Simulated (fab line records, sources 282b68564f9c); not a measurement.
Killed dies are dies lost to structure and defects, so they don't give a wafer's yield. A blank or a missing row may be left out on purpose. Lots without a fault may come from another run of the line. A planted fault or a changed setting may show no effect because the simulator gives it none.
fab line records | flow rit_cmos
record lots=7 wafers=21 last_day=7
route steps=202 shown NSD@133 PSD@142
lots that met no fault: from a run of the same line without faults
start_h: hours from the record's first day to the start of the lot's first wafer shown | wait_h: hours since the lot's step before | " the same as in the row above | L1.1+2: a row that stands for several wafers | - no value, or no start given | * or withheld: withheld | < > ~ a bound
route shown NAME@n: a module of which the file shows steps, and the number in the route of the first | usual: mean/standard deviation of fault-free wafers | same: alike in all rows | chamber/n: place in a boat | sites: the reading at each site | _std_site: their standard deviation | _edge_site: outer sites' mean less inner sites' | radius_mm: how far each site lies from the wafer's centre | mask NAME#n: copy n | behind: the tool/chamber that last shaped the wafer | hold: why the lot was held/for how many hours/how that ended | device: the transistor (n, p or np) that didn't switch | end of line: the same wafers' tests at the end of the route | a step without rows: its recipe alone | killed: dies lost to structure and defects at the first sort, not the wafer's yield | map: a wafer's dies, x killed, . not, _ none there
set.NAME: the setting as run; set.NAME@STEP: as run at that earlier step | model.NAME: the simulator's own value behind a step, which no gauge read
lots at some steps of the route; a table a step, a row a wafer
services: from which hour (start_h, from the record's first day; less than 0 if before it) a tool's chamber was out of use, for how many hours, and why
## steps
# step RIT_NSD_SOFTBAKE_02
# recipe resist=NOVOLAK temp_c=90 time_s=60
# step RIT_NSD_EXPOSE_03
# recipe mask_id=M9 na=0.57 target_cd_nm=40700 dose_mj=250
# step RIT_NSD_PEB_04
# recipe resist=NOVOLAK temp_c=withheld time_s=withheld
# step RIT_NSD_DEVELOP_05
# recipe resist=NOVOLAK develop_time_s=50 dev_temp_c=23
# step RIT_NSD_OVL_MEAS_06
# usual NSD_OVL=1.2/1.3
# columns lot.wafer tool chamber start_h wait_h NSD_OVL[nm]
L549.1 overlay-01 - 64.13 - 1.6
L549.4 " - " " 1.8
L549.6 " - " " 2.0
L550.2 overlay-02 - 67.61 - 4.3
L550.3 " - " " 2.8
L550.5 " - " " 2.4
L551.1 overlay-01 - 71.04 - 0.1
L551.5 " - " " 1.8
L551.6 " - " " 0.4
L559.1 overlay-02 - 113.97 - -0.7
L559.2 " - " " 1.3
L559.4 " - " " -1.0
L562.1 overlay-02 - 127.60 - 1.9
L562.3 " - " " 0.3
L562.4 " - " " 0.0
L563.2 overlay-01 - 133.22 - 2.0
L563.4 " - " " 2.3
L563.5 " - " " 1.6
L567.1 overlay-02 - 151.74 - 2.1
L567.2 " - " " 0.1
L567.6 " - " " 1.4
# step RIT_NSD_HARDBAKE_07
# recipe resist=NOVOLAK temp_c=140 time_s=60
# step RIT_NSD_IMPLANT_08
# recipe species=P energy_kev=25 dose_cm2=1e+15 tilt_deg=7
# step RIT_NSD_STRIP_09
# recipe chemistry=O2 time_s=180 resist=NOVOLAK platen_temp_c=withheld power_w=500 pressure_mtorr=4000 o2_flow_sccm=4000
# usual drypump_motor_current_A=5.8/0.48 o2_flow_sccm=4000/12
# columns lot.wafer tool chamber start_h wait_h drypump_motor_current_A o2_flow_sccm rf_hours_counter_h
L549.1 plasma_asher-01 0 64.47 0.1 5.2 4010 42
L549.4 " 0 " " 5.2 4013 -
L549.6 " 1 " " 5.9 4010 -
L550.2 plasma_asher-04 1 67.94 0.1 6.5 3984 44
L550.3 " 0 " " 5.8 4030 -
L550.5 " 0 " " 5.8 4010 -
L551.1 plasma_asher-04 0 71.68 0.1 5.8 4005 44
L551.5 " 0 " " 5.8 3993 -
L551.6 " 1 " " 6.4 3998 -
L559.1 plasma_asher-01 1 114.31 0.1 5.9 4004 49
L559.2 " 0 " " 5.2 4006 49
L559.4 " 1 " " 5.9 3995 -
L562.1 plasma_asher-04 0 127.94 0.1 5.8 3996 51
L562.3 " 0 " " 5.8 4004 -
L562.4 " 1 " " 6.5 4008 -
L563.2 plasma_asher-01 1 133.55 0.1 6.0 4021 51
L563.4 " 0 " " 5.2 4006 -
L563.5 " 1 " " 6.0 4008 -
L567.1 plasma_asher-04 0 152.08 0.1 5.8 4020 54
L567.2 " 1 " " 6.5 4017 54
L567.6 " 0 " " 5.8 3989 -
# step RIT_NSD_TW_MEAS_10
# usual NSD_TW=3090/23
# columns lot.wafer tool chamber start_h wait_h NSD_TW
L549.1 film_metro-04 - 64.64 0.1 3057
L549.4 " - " " 3052
L549.6 " - " " 3055
L550.2 film_metro-02 - 68.12 0.1 3081
L550.3 " - " " 3077
L550.5 " - " " 3072
L551.1 film_metro-04 - 71.85 0.1 3060
L551.5 " - " " 3045
L551.6 " - " " 3049
L559.1 film_metro-04 - 114.48 0.1 3084
L559.2 " - " " 3074
L559.4 " - " " 3072
L562.1 film_metro-04 - 128.11 0.1 3080
L562.3 " - " " 3091
L562.4 " - " " 3105
L563.2 film_metro-02 - 133.74 0.1 3084
L563.4 " - " " 3090
L563.5 " - " " 3098
L567.1 film_metro-04 - 152.25 0.1 3061
L567.2 " - " " 3044
L567.6 " - " " 3061
# step RIT_PSD_HMDS_00
# recipe prime_time_s=60 prime_temp_c=140
# step RIT_PSD_COAT_01
# recipe resist=NOVOLAK spin_rpm=3250 resist_thk_nm=1000
# step RIT_PSD_SOFTBAKE_02
# recipe resist=NOVOLAK temp_c=90 time_s=60
# step RIT_PSD_EXPOSE_03
# recipe mask_id=M10 na=0.57 target_cd_nm=40900 dose_mj=250
# usual exposure_dose_mJ_cm2=250.02/0.23 focus_offset_nm=0.0/0.54
# columns lot.wafer tool chamber start_h wait_h mask exposure_dose_mJ_cm2 focus_offset_nm
L549.1 iline_stepper-02 - 65.17 0.1 M10#0 - -
L549.4 " - " " M10#0 - -
L549.6 " - " " M10#0 - -
L550.2 iline_stepper-02 - 68.64 0.1 M10#0 - -
L550.3 " - " " M10#0 - -
L550.5 " - " " M10#0 - -
L551.1 iline_stepper-02 - 72.36 0.1 M10#0 - -
L551.5 " - " " M10#0 - -
L551.6 " - " " M10#0 - -
L559.1 iline_stepper-02 0 114.99 0.1 M10#0 250.05 0.0
L559.2 " 0 " " M10#0 250.23 0.1
L559.4 " 0 " " M10#0 249.96 0.3
L562.1 iline_stepper-01 0 128.62 0.1 M10#0 250.30 0.5
L562.3 " 0 " " M10#0 250.03 0.1
L562.4 " 0 " " M10#0 250.42 -0.4
L563.2 iline_stepper-01 0 134.26 0.1 M10#0 249.83 -0.1
L563.4 " 0 " " M10#0 250.14 0.5
L563.5 " 0 " " M10#0 249.99 0.1
L567.1 iline_stepper-02 0 153.00 0.2 M10#0 249.94 0.9
L567.2 " 0 " " M10#0 250.06 -0.2
L567.6 " 0 " " M10#0 249.99 -0.3
# step RIT_PSD_PEB_04
# recipe resist=NOVOLAK temp_c=withheld time_s=withheld
## services
# columns tool chamber start_h hours kind
iline_stepper-02 - 43.30 1.7 pm
iline_stepper-01 - 87.55 1.0 repair
iline_stepper-02 - 148.39 4.4 pm
## key
first_sign step=RIT_PSD_EXPOSE_03 reading=tool_record direction=missing
effect none on later readings
met_at RIT_PSD_EXPOSE_03
struck_wafers L549.1,L549.4,L549.6,L550.2,L550.3,L550.5,L551.1,L551.5,L551.6
sort_left_out L549.1,L549.4,L549.6,L550.2,L550.3,L550.5,L551.1,L551.5,L551.6
tester_left_out L549,L550,L551
fault kind=skipped_step_whole tool=iline_stepper-02 chamber=- onset_h=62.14 steps=RIT_PSD_EXPOSE_03 scope=struck_lots_only
# tester_left_out: of these lots the tester's yield and bins aren't shown, on N5 and GAA mostly nor the transistor test; their killed dies are dies lost to structure and defects alone, not to doping, threshold or leakage, so they don't give the yield
# sort_left_out: the simulated sort isn't trusted on such a fault, so these wafers' sort isn't shown, and their yield isn't known
